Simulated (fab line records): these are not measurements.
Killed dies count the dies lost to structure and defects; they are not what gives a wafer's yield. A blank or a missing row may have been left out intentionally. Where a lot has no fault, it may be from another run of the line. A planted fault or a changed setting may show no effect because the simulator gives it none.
Split-lot study | flow berkeley-cmos170 | 23 wafers read across 5 lots, on a route 331 steps long

## THE SPLIT
At UCB170_NWELL_OXIDATION_01 (target thk 26.4 nm, ox time 1260 s), the setting temp-c was moved away from the recipe's 1000 C on 15 of the 23 wafers read, by -2.6% to +2.6%. This setting was run at the recipe's value on the other wafers.

Split to reading: the file shows no intervening step.

## THE READING
NWELL_OXIDE_THK in nanometres, read at UCB170_NWELL_THK_MEAS_02. On this fab line, fault-free wafers typically give 26.3 nm with a standard deviation of 0.46 nm.

wafer  | tool, chamber at the split | temp-c as run, C | against the recipe | NWELL_OXIDE_THK, nm | against lot-mates on the recipe
L074.2 | furnace-02, 0              | 1000             | recipe             | 26.4                | -
L074.3 | furnace-02, 0              | 1000             | recipe             | 26.3                | -
L074.5 | furnace-02, 0              | 1000             | recipe             | 26.4                | -
L076.1 | -, -                       | 1014             | +1.4%              | 29.8                | no lot-mate on the recipe
L076.2 | -, -                       | 1014             | +1.4%              | 29.8                | no lot-mate on the recipe
L076.4 | -, -                       | 1014             | +1.4%              | 29.4                | no lot-mate on the recipe
L076.5 | -, -                       | 1014             | +1.4%              | 29.9                | no lot-mate on the recipe
L076.6 | -, -                       | 1014             | +1.4%              | 30.1                | no lot-mate on the recipe
L080.1 | -, -                       | 1000             | recipe             | 25.7                | -
L080.3 | -, -                       | 1000             | recipe             | 25.6                | -
L080.4 | -, -                       | 1000             | recipe             | 26.1                | -
L080.5 | -, -                       | 1000             | recipe             | 25.4                | -
L080.6 | -, -                       | 1000             | recipe             | 25.7                | -
L081.2 | -, -                       | 1026             | +2.6%              | 31.9                | no lot-mate on the recipe
L081.3 | -, -                       | 1026             | +2.6%              | 32.5                | no lot-mate on the recipe
L081.4 | -, -                       | 1026             | +2.6%              | 32.6                | no lot-mate on the recipe
L081.5 | -, -                       | 1026             | +2.6%              | 32.4                | no lot-mate on the recipe
L081.6 | -, -                       | 1026             | +2.6%              | 31.9                | no lot-mate on the recipe
L083.1 | -, -                       | 973.6            | -2.6%              | 20.9                | no lot-mate on the recipe
L083.2 | -, -                       | 973.6            | -2.6%              | 20.7                | no lot-mate on the recipe
L083.3 | -, -                       | 973.6            | -2.6%              | 21.0                | no lot-mate on the recipe
L083.5 | -, -                       | 973.6            | -2.6%              | 21.1                | no lot-mate on the recipe
L083.6 | -, -                       | 973.6            | -2.6%              | 20.5                | no lot-mate on the recipe

THE FIT
A straight line over all 23 wafers: NWELL_OXIDE_THK changes by +2.21 nm for each +1% of temp-c; r = +0.99; the points scatter about the line by 0.47 nm.
Too few moved wafers with a lot-mate on the recipe to fit a line net of each lot's own level.

## THE WHOLE CHAIN: every reading that the file lists as answering this split, in the file's order
step                      | what it does                       | reading                                                                            | change (the file's fit)              | r (the file's)
UCB170_NWELL_OXIDATION_01 | target thk 26.4 nm, ox time 1260 s | SiO2_of_NWELL_OXIDATION_01.thk-nm (the simulator's own value, which no gauge read) | +2.21 nm for each +1% of the setting | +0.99
UCB170_NWELL_THK_MEAS_02  |                                    | NWELL_OXIDE_THK                                                                    | +2.21 for each +1% of the setting    | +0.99

## FILE'S OWN FIT
NWELL_OXIDE_THK changes by +2.21 nm for each +1% of temp-c, r = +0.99.
